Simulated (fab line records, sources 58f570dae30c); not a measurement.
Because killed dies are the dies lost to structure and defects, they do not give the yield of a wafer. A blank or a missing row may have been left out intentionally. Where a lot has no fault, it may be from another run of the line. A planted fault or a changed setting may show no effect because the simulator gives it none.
A single fault, viewed from 2 desks    flow berkeley cmos170    numbers are kept per desk, each desk with only its own; the story behind them comes last

== THE METROLOGY DESK ==
What the gauges read, lot by lot, whatever tool the lot ran on: means of the sampled wafers that have a number. Marked OUT: a lot whose mean sits more than 4 standard deviations from the usual mean, which makes it out of limits; the brackets give that distance.
Columns: A = M1_AL_RS at UCB170_M1_RS_MEAS_01, usual 0.0483 ohm/sq; B = M1_AL_THK at UCB170_M1_THK_MEAS_02, usual 602 nm; C = cd nm at UCB170_M1_CD_MEAS_09, usual 700.0 nm; D = M1_OVL at UCB170_M1_OVL_MEAS_10, usual -2 nm
lot   first seen here  A       B    C      D
L797  day 9 16:46      0.0479  605  699.6  0
L799  day 9 17:55      0.0488  600  700.8  -4
L804  day 10 19:32     0.0478  611  700.6  2
L808  day 11 14:41     0.0489  590  701.4  -11
L816  day 12 19:38     0.0484  600  697.9  -2
Finding of this desk: none of the 5 lots has anything out of limits.

== TOOL OWNER'S DESK, rie metal-03 ==
The tool's own readings at UCB170_M1_METAL_ETCH_12 (etches Al in Cl2/BCl3, stops on PSG, target depth 780 nm, time 130 s): means of the sampled wafers that have a number, for each lot that ran on this tool. Marked OUT: a lot whose mean sits more than 4 standard deviations from the usual mean, which makes it out of limits; the brackets give that distance.
Columns: A = drypump motor current A at UCB170_M1_METAL_ETCH_12, usual 5.4 A; B = oes product au at UCB170_M1_METAL_ETCH_12, usual 0.853 a.u.; C = throttle valve pct at UCB170_M1_METAL_ETCH_12, usual 24.49 %
lot   first seen here  A    B                 C
L799  day 9 19:51      5.9  0.841             24.53
L804  day 10 20:53     5.5  0.894 (+4.2) OUT  24.47
This desk's finding: out of limits on L804; first on L804, day 10 20:53 (oes product au at UCB170_M1_METAL_ETCH_12). L799 stayed within limits.

== PUT TOGETHER ==
The tool owner's desk could have raised an alarm at day 10 20:53, on L804.
From the metrology desk's view, nothing was out of limits.
The metrology desk has L804 on record, within its limits.
All the named lots went through UCB170_M1_METAL_ETCH_12 on rie metal-03.

== WHAT HAD BEEN PUT IN BY THE SIMULATOR ==
rie metal-03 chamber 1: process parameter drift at UCB170_M1_METAL_ETCH_12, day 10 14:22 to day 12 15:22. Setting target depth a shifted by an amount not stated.
Struck lots among those shown: L804.
Delay in hours, fault start to first out-of-limits reading, by desk: the tool owner's desk at 7.
